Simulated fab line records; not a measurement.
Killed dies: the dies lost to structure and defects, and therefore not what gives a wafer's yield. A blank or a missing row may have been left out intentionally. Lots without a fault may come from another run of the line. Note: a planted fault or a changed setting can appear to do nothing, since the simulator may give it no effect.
Which of the tools did it?	flow berkeley_cmos170	7 lots with 21 wafers sampled at 2 steps, on a route of 331 steps

## WHAT THE GAUGES READ, wafer by wafer
UCB170_SDANNEAL_RS_MEAS_02: the measuring method here is four-point-probe.
lot	measured	on	PSD_RS (ohm/sq)
L699	day 8 04:23	film_metro-02	75.4 75.4 75.8
L702	day 8 19:52	film_metro-04	76.0 76.0 75.7
L704	day 9 21:12	film_metro-01	75.2 75.2 75.2
L706	day 10 00:11	film_metro-01	75.3 75.1 75.2
L710	day 11 03:25	film_metro-04	75.3 75.6 75.3
L711	day 11 03:36	film_metro-02	76.1 76.1 76.0
L719	day 13 04:38	film_metro-04	65.6 65.7 65.5

## TOOL THAT RAN EACH LOT (tool first, then ch and the chambers of the sampled wafers, then the start)
lot	UCB170_SDANNEAL_RTA_01
L699	rtp_anneal-01 ch 0, day 8 04:19
L702	rtp_anneal-02 ch 0, day 8 19:49
L704	rtp_anneal-02 ch 0, day 9 21:07
L706	rtp_anneal-02 ch 0, day 10 00:08
L710	rtp_anneal-01 ch 0, day 11 03:22
L711	rtp_anneal-01 ch 0, day 11 03:31
L719	rtp_anneal-02 ch 0, day 13 04:34
- UCB170_SDANNEAL_RTA_01: time 5 s.

## THE ANSWER, worked out from the rows above alone
Rule: the lots themselves supply what counts as usual. The widest of any qualifying gaps counts: lots, ordered by their means at a reading, are off when they make up no more than a third of the lots, leave a main group of 4 or more, and stand apart from it by 3 or more times the standard deviation of that group's means. A main group is skipped when, at the precision printed for the reading in the tables above, its means are all equal. A lot without any number at a reading at which 4 lots or more have one is off too. All remaining lots with rows at the step are treated as sound.
Off: L719, at UCB170_SDANNEAL_RS_MEAS_02 (PSD_RS). Main group: mean 75.5 ohm/sq, sd 0.33.
A tool fits if, at a process step before that reading, it ran every lot that is off, and no sound lot after the first of them. The gauges at UCB170_SDANNEAL_RS_MEAS_02 are tried like those tools. Can't be told from this: 2 tools fit, rtp_anneal-02 at UCB170_SDANNEAL_RTA_01, film_metro-04 at UCB170_SDANNEAL_RS_MEAS_02.

## WHAT THE SIMULATOR HAD INSERTED
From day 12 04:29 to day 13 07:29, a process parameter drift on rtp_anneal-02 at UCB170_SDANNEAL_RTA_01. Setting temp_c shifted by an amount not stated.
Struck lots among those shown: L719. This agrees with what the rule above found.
